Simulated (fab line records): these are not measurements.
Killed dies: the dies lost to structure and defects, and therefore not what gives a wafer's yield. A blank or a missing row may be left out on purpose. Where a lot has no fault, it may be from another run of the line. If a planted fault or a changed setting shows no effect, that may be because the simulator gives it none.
Check for tools in common | flow berkeley_cmos170 | 14 lots, 42 wafers sampled

== THE REASON FOR OPENING IT ==
At UCB170_SDANNEAL_RS_MEAS_02 the reading PSD_RS is flagged on 2 of 14 lots. No-fault wafers: 75.5 ohm/sq, standard deviation 0.31.
Rule: a lot gets a flag if all its wafers with a number sit over 4 standard deviations from that mean, or if no wafer of it has a number. The rest of the lots are taken to be sound.

lot  | measured     | on            | PSD_RS (ohm/sq), wafer by wafer | flag
L426 | day 6 17:40  | film_metro-01 | 75.2 75.5 75.0                  |
L425 | day 6 18:02  | film_metro-04 | 75.9 75.7 75.6                  |
L427 | day 6 20:13  | film_metro-01 | 75.4 75.3 75.3                  |
L428 | day 6 20:58  | film_metro-04 | 76.3 76.1 76.2                  |
L429 | day 7 07:57  | film_metro-01 | 75.2 74.9 75.1                  |
L431 | day 7 08:09  | film_metro-04 | 75.7 75.5 75.2                  |
L432 | day 7 20:55  | film_metro-01 | 75.1 75.4 75.4                  |
L435 | day 8 15:23  | film_metro-01 | 75.9 75.6 75.6                  |
L437 | day 9 02:24  | film_metro-04 | 75.9 75.6 75.8                  |
L441 | day 9 19:20  | film_metro-04 | 83.7 84.1 84.1                  | FLAGGED
L440 | day 9 19:58  | film_metro-04 | 84.3 84.1 84.0                  | FLAGGED
L445 | day 10 19:14 | film_metro-01 | 75.3 75.5 75.4                  |
L447 | day 10 23:10 | film_metro-01 | 74.9 74.8 74.8                  |
L448 | day 11 15:32 | film_metro-04 | 75.7 75.4 75.5                  |
On average the flagged lots' numbers are 84.0 ohm/sq, which is +8.5 ohm/sq against the usual, or +28 standard deviations.

== WHICH TOOL EACH LOT WENT THROUGH ==
Before the reading, the record contains 2 process steps out of a 331-step route. Cell contents, in order: the tool; ch with the chambers the sampled wafers went through; the start.
lot  | flag    | UCB170_PWELL_ETCH_14              | UCB170_SDANNEAL_RTA_01
L426 |         | rie_diel-01 ch 2,3, day 3 05:35   | rtp_anneal-01 ch 0, day 6 17:35
L425 |         | rie_diel-02 ch 2,3, day 3 05:53   | rtp_anneal-02 ch 0, day 6 17:59
L427 |         | rie_diel-04 ch 0,1,3, day 3 15:40 | rtp_anneal-01 ch 0, day 6 20:09
L428 |         | rie_diel-02 ch 1,3, day 3 15:19   | rtp_anneal-02 ch 0, day 6 20:55
L429 |         | rie_diel-02 ch 0,1,2, day 3 22:48 | rtp_anneal-02 ch 0, day 7 07:50
L431 |         | rie_diel-01 ch 1,2,3, day 4 01:53 | rtp_anneal-01 ch 0, day 7 08:05
L432 |         | rie_diel-01 ch 1,2,3, day 4 12:05 | rtp_anneal-01 ch 0, day 7 20:52
L435 |         | rie_diel-02 ch 0,2,3, day 5 03:11 | rtp_anneal-01 ch 0, day 8 15:20
L437 |         | rie_diel-01 ch 1,2,3, day 5 14:11 | rtp_anneal-01 ch 0, day 9 02:20
L441 | FLAGGED | rie_diel-01 ch 0,2,3, day 5 21:52 | rtp_anneal-01 ch 0, day 9 19:16
L440 | FLAGGED | rie_diel-04 ch 0,1,3, day 5 22:29 | rtp_anneal-01 ch 0, day 9 19:54
L445 |         | rie_diel-02 ch 1,3, day 7 04:38   | rtp_anneal-02 ch 0, day 10 19:11
L447 |         | rie_diel-01 ch 0,1,3, day 7 11:34 | rtp_anneal-02 ch 0, day 10 23:07
L448 |         | rie_diel-04 ch 0,1, day 8 00:31   | rtp_anneal-02 ch 0, day 11 15:28
What the steps here do:
- UCB170_PWELL_ETCH_14: etches Si3N4 in CH3F/Ar/O2, stops on SiO2, target depth 242 nm, time 151 s.
- UCB170_SDANNEAL_RTA_01: time 5 s.
- UCB170_SDANNEAL_RS_MEAS_02: measures by four-point-probe.

== FLAGGED OVER TOTAL, TOOL BY TOOL (the gauges that took the reading come last) ==
step                       | tool          | lots run | flagged | share of the flagged lots | sound lots run after its first flagged lot
UCB170_PWELL_ETCH_14       | rie_diel-01   | 6        | 1       | some                      | 1 (L447)
UCB170_PWELL_ETCH_14       | rie_diel-02   | 5        | 0       | none                      | -
UCB170_PWELL_ETCH_14       | rie_diel-04   | 3        | 1       | some                      | 1 (L448)
UCB170_SDANNEAL_RTA_01     | rtp_anneal-01 | 8        | 2       | all                       | 0
UCB170_SDANNEAL_RTA_01     | rtp_anneal-02 | 6        | 0       | none                      | -
UCB170_SDANNEAL_RS_MEAS_02 | film_metro-01 | 7        | 0       | none                      | -
UCB170_SDANNEAL_RS_MEAS_02 | film_metro-04 | 7        | 2       | all                       | 1 (L448)

== WHAT IS ALLOWED BY THE TABLE ==
2 rows of the table ran every flagged lot: rtp_anneal-01 at UCB170_SDANNEAL_RTA_01, film_metro-04 at UCB170_SDANNEAL_RS_MEAS_02.
- rtp_anneal-01 at UCB170_SDANNEAL_RTA_01 ran 8 lots, 2 of them flagged. Its last sound lot is L437 (day 9 02:20), its first flagged lot L441 (day 9 19:16): a fault that began between those two fits.
- film_metro-04 at UCB170_SDANNEAL_RS_MEAS_02 ran 7 lots, 2 of them flagged. Sound lots followed the first flagged one (L448) on it, something a lasting fault affecting the whole tool could not allow.
rtp_anneal-01 at UCB170_SDANNEAL_RTA_01 is the single tool remaining.

== WHAT THE SIMULATOR HAD PUT IN ==
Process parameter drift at UCB170_SDANNEAL_RTA_01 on rtp_anneal-01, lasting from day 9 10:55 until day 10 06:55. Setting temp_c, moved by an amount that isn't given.
Struck lots among those shown: L441, L440. This agrees with what the rule above found.
